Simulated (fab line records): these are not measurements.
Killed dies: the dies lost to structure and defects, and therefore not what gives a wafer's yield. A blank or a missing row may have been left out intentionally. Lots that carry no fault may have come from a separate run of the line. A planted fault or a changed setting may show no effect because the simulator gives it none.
Code-filled problem report in 8D (eight disciplines) form + flow rit cmos + the parts of the form that need people (team, actions taken, sign-off) are left out

1. THE ISSUE
NWELL_TW at RIT_NWELL_TW_MEAS_10 reads a mean of 2058 on 9 wafers of 3 lots; wafers without a fault read 2131 with a standard deviation of 13. That puts it -5.6 standard deviations away from the usual mean.
Seen first at day 4 10:34 on film metro-03, wafer L609.4. Wafers with a number at this step in the record: 45, from 15 lots. Rule for "out", or "out of limits": more than 4 standard deviations from the usual mean. All remaining wafers that have a number are taken as sound.

2. WHAT IT IS, WHAT IT ISN'T
| question                    | is                           | is not                                                                          |
|-----------------------------|------------------------------|---------------------------------------------------------------------------------|
| which readings at this step | NWELL_TW                     | -                                                                               |
| which lots                  | L609, L611, L612             | L597, L599, L600, L601, L602, L603, L604, L605, L607, L610, L619, L620          |
| which wafers of those lots  | all that have a number       | -                                                                               |
| read on which gauges        | film metro-03, film metro-04 | film metro-01                                                                   |
| when                        | from day 4 10:34             | up to then (27 sound wafers); but 9 sound wafers of L610, L619, L620 came after |

3. THE SUSPECTS, EACH WITH WHAT RULES IT OUT
Counting: a tool at a process step up to the reading stays a suspect if it ran every lot that is out and no sound lot after the first of them.
- ruled out: the gauge at RIT_NWELL_TW_MEAS_10. The wafers that are out were read on 2 gauges (film metro-03, film metro-04).
- litho track-04 at RIT_NWELL_DEVELOP_05 (develop time 68 s): kept. It ran every lot that is out, first L609 (day 4 09:00), and no sound lot after that; its last sound lot up to then is L607 (day 4 01:00).
After counting, what remains is litho track-04 at RIT_NWELL_DEVELOP_05.

4. THE CAUSE (what the simulator had put in)
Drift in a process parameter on litho track-04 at RIT_NWELL_DEVELOP_05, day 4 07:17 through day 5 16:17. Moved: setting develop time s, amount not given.
Only this tool survived the counting.

5. SEQUENCE OF EFFECTS, ordered by route
One row per reading whose mean, taken over the struck wafers that have a number, lies over 3 standard deviations from the usual. Only readings whose record carries a usual standard deviation are examined. hours: median over the lots of the time between each lot's start at the first step of this table that gives one and its start at this step. sigmas: the change, counted in usual standard deviations.
| hours | step                 | reading  | usual | on struck wafers | change | sigmas |
|-------|----------------------|----------|-------|------------------|--------|--------|
| 0     | RIT_NWELL_TW_MEAS_10 | NWELL_TW | 2131  | 2058             | -73    | -5.6   |

6. HOW IT WOULD HAVE BEEN CAUGHT EARLIER
In this record the first reading out of limits at a measuring or inspecting step was taken at day 4 10:34, 3 hours after the fault began at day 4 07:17.
Of the tool readings at RIT_NWELL_DEVELOP_05 for which the record gives a usual standard deviation, none was out on any struck wafer, so an alarm limit of 4 standard deviations on them would not have fired.
L611, L612, from the lots that are out (3), started RIT_NWELL_DEVELOP_05 on litho track-04 later than day 4 10:34. A hold on the tool at that time would have spared those 2.
